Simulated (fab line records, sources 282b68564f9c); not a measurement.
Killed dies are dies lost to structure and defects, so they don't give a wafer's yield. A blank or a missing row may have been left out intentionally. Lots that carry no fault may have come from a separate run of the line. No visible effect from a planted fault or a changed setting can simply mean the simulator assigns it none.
Comparing a struck lot with a sound one + flow rit cmos + 19 steps out of a route of 202
Sound: wafers L482.4, L482.5, L482.6. Wafers L495.1, L495.4, L495.6 were the ones struck. At the end, the cause is stated.
At each step with rows: each side's tool, then ch and its chambers, then its first start. Under that, the readings that differ: sound wafers + struck wafers + difference of the means + sigmas: that difference in standard deviations of wafers without a fault.
alike: readings whose means differ by less than 2 such deviations, and words and numbers that are the same on both sides. not compared: withheld readings, readings that some wafer has no value for, bounds like >300 that may hide the same value, and numbers for which the record gives no deviation and whose values overlap.
A row with sigmas, a row that says differs or no value, or rows on one side alone: a step with any of these is where the two part. Non-overlapping numbers with no deviation appear without sigmas and do not part them. A reading missing from all wafers of one side parts the sides only when that side holds two or more wafers.

first, 1 step without rows for these wafers: RIT_GATE_CLEAN_04 (cleans in dHF, time 60 s).
RIT_FOX2_THK_MEAS_91:
  struck on film metro-03, day 5 09:58; sound on film metro-01, day 2 23:32
  alike: FIELD_OXIDE_LEFT_2_THK
then, 2 steps without rows for these wafers: RIT_GATE_OXIDATION_05 (target thk 3 nm, ox time 270 s); RIT_GATE_ANNEAL_06 (time 600 s).
RIT_GATE_THK_MEAS_07:
  struck on film metro-02, day 5 12:26; sound on film metro-02, day 3 02:22
  alike: GATE_OXIDE_THK
then, 1 step without rows for these wafers: RIT_GATE_CVD_08 (deposits poly-Si from SiH4, target thk 250 nm, time 2220 s).
RIT_GATE_THK_MEAS_09:
  struck on film metro-02, day 5 14:06; sound on film metro-01, day 3 04:05
  alike: GATE_POLY_THK
then, 5 steps without rows for these wafers: RIT_GATE_HMDS_10 (prime time 60 s); RIT_GATE_COAT_11 (resist thk 850 nm); RIT_GATE_SOFTBAKE_12 (time 60 s); RIT_GATE_EXPOSE_13 (exposes mask M6, target cd 150 nm); RIT_GATE_PEB_14.
RIT_GATE_DEVELOP_15: develop time 50 s.
  sound on litho track-01 ch 0, day 3 05:00; struck on litho track-04 ch 0, day 5 14:00
RIT_GATE_CD_MEAS_16: target cd 150 nm.
  struck on cd sem-01, day 5 15:01; sound on cd sem-02, day 3 05:20
| reading    | sound             | struck            | difference | sigmas |
|------------|-------------------|-------------------|------------|--------|
| cd nm (nm) | 149.9 148.1 150.8 | 159.3 157.7 155.6 | +7.9       | +3     |
RIT_GATE_OVL_MEAS_17:
  struck on overlay-02, day 5 15:08; sound on overlay-02, day 3 05:25
  alike: GATE_OVL
then, 1 step without rows for these wafers: RIT_GATE_HARDBAKE_18 (time 60 s).
RIT_GATE_ETCH_19: etches poly-Si in SF6/CHF3/O2, stops on SiO2, time 165 s, target depth 312.5 nm.
  sound on rie si-01 ch 1,2, day 3 05:35; struck on rie si-01 ch 1,2, day 5 15:19
| reading               | sound       | struck            | difference | sigmas |
|-----------------------|-------------|-------------------|------------|--------|
| model.GATE.cd nm (nm) | 150 148 151 | 159.3 157.7 155.7 | +7.9       |        |
  alike: SF6_flow_sccm, drypump motor current A, oes product au, throttle valve pct
  not compared: rf hours counter h
RIT_GATE_STRIP_20: strips in O2, time 180 s.
  sound on plasma asher-01 ch 0,1, day 3 05:45; struck on plasma asher-01 ch 0,1, day 5 15:26
  alike: drypump motor current A
  not compared: rf hours counter h
RIT_M1_PROBE_99:
  struck on prober-02, day 6 12:59; sound on prober-02, day 4 04:02
| reading                              | sound           | struck            | difference | sigmas |
|--------------------------------------|-----------------|-------------------|------------|--------|
| model.etest.npoly line.width nm (nm) | 101 99.13 102.6 | 110.7 110.1 107.5 | +8.5       |        |
| model.etest.ppoly line.width nm (nm) | 102 100.5 102.8 | 111.5 111.4 108   | +8.5       |        |
  alike: killed_at_M0_to_M3, killed at front end, killed dies, killed open, killed short

## WHERE THEY PART
Within this record, at RIT_GATE_CD_MEAS_16 only. Later steps at which nothing parts them and some readings are alike: RIT_GATE_OVL_MEAS_17, RIT_GATE_ETCH_19, RIT_GATE_STRIP_20, RIT_M1_PROBE_99.

WHY: what the simulator had put in
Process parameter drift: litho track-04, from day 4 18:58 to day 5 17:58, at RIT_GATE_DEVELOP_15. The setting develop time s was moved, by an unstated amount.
